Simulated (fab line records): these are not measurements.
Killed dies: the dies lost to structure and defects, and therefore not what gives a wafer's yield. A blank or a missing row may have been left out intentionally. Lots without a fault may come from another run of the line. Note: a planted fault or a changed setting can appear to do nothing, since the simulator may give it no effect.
Which tool is to blame?    flow rit-cmos    18 wafers from 6 lots sampled at 2 of the route's 202 steps

## WHAT THE GAUGES READ, wafer by wafer
RIT_M1_CD_MEAS_09 targets a cd of 2600 nm.
lot   measured     on         cd-nm (nm)
L685  day 3 17:02  cd-sem-01  2601.6 2599.4 2600.3
L687  day 4 01:43  cd-sem-01  2599.2 2598.4 2598.0
L689  day 4 13:34  cd-sem-02  2598.5 2599.2 2601.2
L691  day 4 18:41  cd-sem-01  2602.1 2601.4 2602.8
L693  day 5 08:07  cd-sem-02  2600.6 2600.9 2598.4
L695  day 5 16:41  cd-sem-02  2597.7 2599.1 2598.1

## WHICH TOOL RAN EACH LOT (tool, then ch and the chambers of the sampled wafers, then the start)
lot   RIT_M1_EXPOSE_06
L685  iline-stepper-02 ch 0, day 3 16:36
L687  iline-stepper-01 ch 0, day 4 01:17
L689  iline-stepper-02 ch 0, day 4 13:08
L691  iline-stepper-01 ch 0, day 4 18:15
L693  iline-stepper-02 ch 0, day 5 07:41
L695  iline-stepper-02 ch 0, day 5 16:15
- RIT_M1_EXPOSE_06: exposes mask M12, target cd 2600 nm.

## THE ANSWER, worked out from the rows above alone
Rule: what is usual is taken from the lots themselves. The widest of any qualifying gaps counts: lots, ordered by their means at a reading, are off when they make up no more than a third of the lots, leave a main group of 4 or more, and stand apart from it by 3 or more times the standard deviation of that group's means. If all means in a main group match to the digits the tables above print for the reading, that group is not used. A lot without any number at a reading at which 4 lots or more have one is off too. The other lots that the step has rows for count as sound.
Nothing can be told from this: no lot is off at any reading shown.

## WHAT WAS PUT IN BY THE SIMULATOR
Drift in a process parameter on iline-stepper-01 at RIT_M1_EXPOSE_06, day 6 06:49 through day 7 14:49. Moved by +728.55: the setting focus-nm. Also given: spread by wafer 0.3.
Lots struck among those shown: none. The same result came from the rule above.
